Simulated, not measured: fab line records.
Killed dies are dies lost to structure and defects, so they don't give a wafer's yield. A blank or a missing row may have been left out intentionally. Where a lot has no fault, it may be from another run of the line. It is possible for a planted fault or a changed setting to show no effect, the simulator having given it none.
Chamber matching || flow berkeley-cmos170 || rie-diel-03 running UCB170_PWELL_ETCH_14: 4 sister chambers
The step etches Si3N4 in CH3F/Ar/O2, stops on SiO2, target depth 242 nm, time 151 s. 4 wafers are shown with their chamber, then 7 later ones without.

WAFERS, EACH WITH ITS CHAMBER
{"wafer": "L107.3", "chamber": 2, "drypump-motor-current-A (A)": 5.4}
{"wafer": "L113.3", "chamber": 0, "drypump-motor-current-A (A)": 6.7}
{"wafer": "L119.1", "chamber": 1, "drypump-motor-current-A (A)": 5.6}
{"wafer": "L119.2", "chamber": 3, "drypump-motor-current-A (A)": 5.8}

WAFERS WITH NO CHAMBER GIVEN
{"wafer": "L119.5", "drypump-motor-current-A (A)": 5.6}
{"wafer": "L123.4", "drypump-motor-current-A (A)": 5.6}
{"wafer": "L123.5", "drypump-motor-current-A (A)": 5.7}
{"wafer": "L123.6", "drypump-motor-current-A (A)": 6.6}
{"wafer": "L124.2", "drypump-motor-current-A (A)": 6.7}
{"wafer": "L124.4", "drypump-motor-current-A (A)": 5.7}
{"wafer": "L124.5", "drypump-motor-current-A (A)": 5.6}

EACH ONE'S CHAMBER
{"wafer": "L119.5", "from the rows above": 1, "in truth": 1}
{"wafer": "L123.4", "from the rows above": 1, "in truth": 1}
{"wafer": "L123.5", "from the rows above": "can't be placed: 3 or 1", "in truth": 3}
{"wafer": "L123.6", "from the rows above": 0, "in truth": 0}
{"wafer": "L124.2", "from the rows above": 0, "in truth": 0}
{"wafer": "L124.4", "from the rows above": "can't be placed: 3 or 1", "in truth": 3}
{"wafer": "L124.5", "from the rows above": 1, "in truth": 1}
Placed correctly: 5 of 7. These rows do not allow placing 2 (true chamber among the candidates in 2). Wrongly placed: 0.
How it was worked out, from the rows above alone: a wafer's distance from a chamber is the root of the sum, over the readings, of the square of ((its reading less the chamber's mean) divided by the reading's scatter). The wafer belongs to the nearest chamber; if the next one is less than 2 further off, it can't be placed. For every chamber, the mean is computed from those of its wafers that are shown. The scatter: with one shown wafer a chamber, the root of the mean of the squares of how far each hidden wafer lies from its nearest shown one.
